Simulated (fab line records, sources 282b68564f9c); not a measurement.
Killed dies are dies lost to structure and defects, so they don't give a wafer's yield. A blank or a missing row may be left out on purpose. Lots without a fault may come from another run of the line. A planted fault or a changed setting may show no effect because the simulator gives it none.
Which tool did it? | flow rit_cmos | 7 lots, 21 wafers sampled, at 2 steps of a route of 202

WHAT THE GAUGES READ, wafer by wafer
RIT_GATE_CD_MEAS_16: target cd 150 nm.
lot  | measured    | on        | cd_nm (nm)
L352 | day 3 06:55 | cd_sem-02 | 149.0 146.1 147.3
L354 | day 3 15:02 | cd_sem-01 | 151.8 150.3 150.6
L358 | day 4 09:49 | cd_sem-01 | 152.0 151.6 150.1
L362 | day 5 05:05 | cd_sem-01 | 146.4 149.9 148.1
L364 | day 5 16:28 | cd_sem-01 | 152.1 152.0 150.7
L366 | day 6 01:07 | cd_sem-01 | 152.5 151.5 148.9
L370 | day 6 21:06 | cd_sem-01 | 193.6 194.8 195.6

WHICH TOOL RAN EACH LOT (tool, then ch and the chambers of the sampled wafers, then the start)
lot  | RIT_GATE_EXPOSE_13
L352 | iline_stepper-02 ch 0, day 3 06:31
L354 | iline_stepper-02 ch 0, day 3 14:38
L358 | iline_stepper-02 ch 0, day 4 09:25
L362 | iline_stepper-01 ch 0, day 5 04:41
L364 | iline_stepper-01 ch 0, day 5 16:03
L366 | iline_stepper-02 ch 0, day 6 00:43
L370 | iline_stepper-02 ch 0, day 6 20:42
- RIT_GATE_EXPOSE_13: exposes mask M6, target cd 150 nm.

THE ANSWER, worked out from the rows above alone
Rule: what is usual is taken from the lots themselves. Put in order of their means at a reading, lots are off if they are a third of the lots or fewer, leave a main group of 4 or more, and stand apart from it by a gap of 3 or more times the standard deviation of the main group's means; of several such gaps the widest counts. A main group whose means are all the same, to the digits that the tables above print for the reading, isn't used. A lot without any number at a reading at which 4 lots or more have one is off too. The other lots that the step has rows for count as sound.
Off: L370, at RIT_GATE_CD_MEAS_16 (cd_nm). The main group: mean 150.1 nm, standard deviation 1.6.
A tool fits if, at a process step before that reading, it ran every lot that is off, and no sound lot after the first of them. The gauges at RIT_GATE_CD_MEAS_16 are tried like those tools. Can't be told from this: 2 tools fit, iline_stepper-02 at RIT_GATE_EXPOSE_13, cd_sem-01 at RIT_GATE_CD_MEAS_16.

WHAT THE SIMULATOR HAD PUT IN
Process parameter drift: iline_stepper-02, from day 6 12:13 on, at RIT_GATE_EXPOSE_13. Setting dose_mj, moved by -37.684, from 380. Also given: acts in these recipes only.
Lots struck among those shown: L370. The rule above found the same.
